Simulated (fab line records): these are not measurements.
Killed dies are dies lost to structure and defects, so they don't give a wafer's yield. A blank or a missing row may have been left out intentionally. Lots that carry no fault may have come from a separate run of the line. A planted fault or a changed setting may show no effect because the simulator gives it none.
Lot-split experiment -- flow berkeley cmos170 -- route with 331 steps; 5 lots, 23 wafers read

THE SPLIT
At UCB170_PLDD_PEB_04, the setting peb temp c was moved away from the recipe's 130 C on 8 of the 23 wafers read, by -2.2% to +1.2%. This setting was run at the recipe's value on the other wafers.

BETWEEN THE SPLIT AND THE READING: the file shows 1 step in between
- UCB170_PLDD_DEVELOP_05: develop time 45 s

THE READING
At UCB170_PLDD_CD_MEAS_06: cd nm in nanometres, against a target cd of 1200 nm. On this fab line, fault-free wafers typically give 1199.6 nm with a standard deviation of 1.1 nm.

wafer,"tool, chamber at the split","peb temp c as run, C",against the recipe,"cd nm, nm",against lot-mates on the recipe
L077.1,"litho track-02, 0",130,recipe,1198.5,-
L077.4,"litho track-02, 0",130,recipe,1199.3,-
L077.5,"litho track-02, 0",130,recipe,1199.1,-
L078.2,"litho track-03, 0",130,recipe,1198.7,-
L078.3,"litho track-03, 0",131.5,+1.2%,1208.1,+9.2
L078.4,"litho track-03, 0",131.5,+1.2%,1207.3,+8.5
L078.5,"litho track-03, 0",131.5,+1.2%,1209.6,+10.8
L078.6,"litho track-03, 0",130,recipe,1199.0,-
L084.1,"litho track-01, 0",127.1,-2.2%,1179.8,-20.8
L084.2,"litho track-01, 0",127.1,-2.2%,1178.1,-22.5
L084.3,"litho track-01, 0",127.1,-2.2%,1179.6,-21.0
L084.5,"litho track-01, 0",130,recipe,1200.9,-
L084.6,"litho track-01, 0",130,recipe,1200.3,-
L085.1,"litho track-03, 0",130,recipe,1200.5,-
L085.3,"litho track-03, 0",130,recipe,1199.5,-
L085.4,"litho track-03, 0",130,recipe,1201.1,-
L085.5,"litho track-03, 0",130,recipe,1201.0,-
L085.6,"litho track-03, 0",130,recipe,1199.3,-
L080.1,"litho track-02, 0",130,recipe,1200.2,-
L080.2,"litho track-02, 0",128.3,-1.3%,1188.5,-10.7
L080.3,"litho track-02, 0",128.3,-1.3%,1186.3,-12.9
L080.5,"litho track-02, 0",130,recipe,1199.0,-
L080.6,"litho track-02, 0",130,recipe,1198.3,-

FIT RESULTS
A straight line over all 23 wafers: cd nm changes by +8.82 nm for each +1% of peb temp c; r = +0.99; the points scatter about the line by 1.1 nm.
The same after taking each lot's own level away (the mean of its wafers on the recipe; 23 wafers): +9.2 nm for each +1%; r = +1.00; scatter 0.91 nm.
The reading moves by 21 nm for the largest change in peb temp c, on that fit.
Measured against the standard deviation above, the lots' own levels, which go from 1198.85 to 1200.60 nm, span 1.6 times it.
The two slopes are in agreement: the lot-to-lot level therefore moves the slope only a little.
Check: for one of the wafers moved furthest among these (-2.2%), held out of the fit, the line's prediction against its lot-mates is -20.8 nm. It came out at -20.8 nm against them.

ADDITIONAL SPLITS CARRIED BY THESE WAFERS
Note: prior to the reading, these wafers also went through further splits. Each is held against what the fit with the lots' levels taken away leaves over:
other split on the same wafers,wafers away from the commonest value,r with cd nm (lot level and that fit taken away)
UCB170_START_OXIDATION_02 temp c,18,-0.03
UCB170_PWELL_DEVELOP_12 develop time s,11,-0.03
UCB170_PWELL_IMPLANT_15 dose cm2,8,+0.14
UCB170_PFIELD_IMPLANT_07 dose cm2,5,-0.35
UCB170_SCREENOX_OXIDATION_01 temp c,15,+0.18
UCB170_NVT_IMPLANT_07 energy kev,11,-0.44
UCB170_PVT_IMPLANT_07 energy kev,8,+0.25

THE FILE'S OWN FIT
cd nm changes by +9.23 nm for each +1% of peb temp c, r = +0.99.
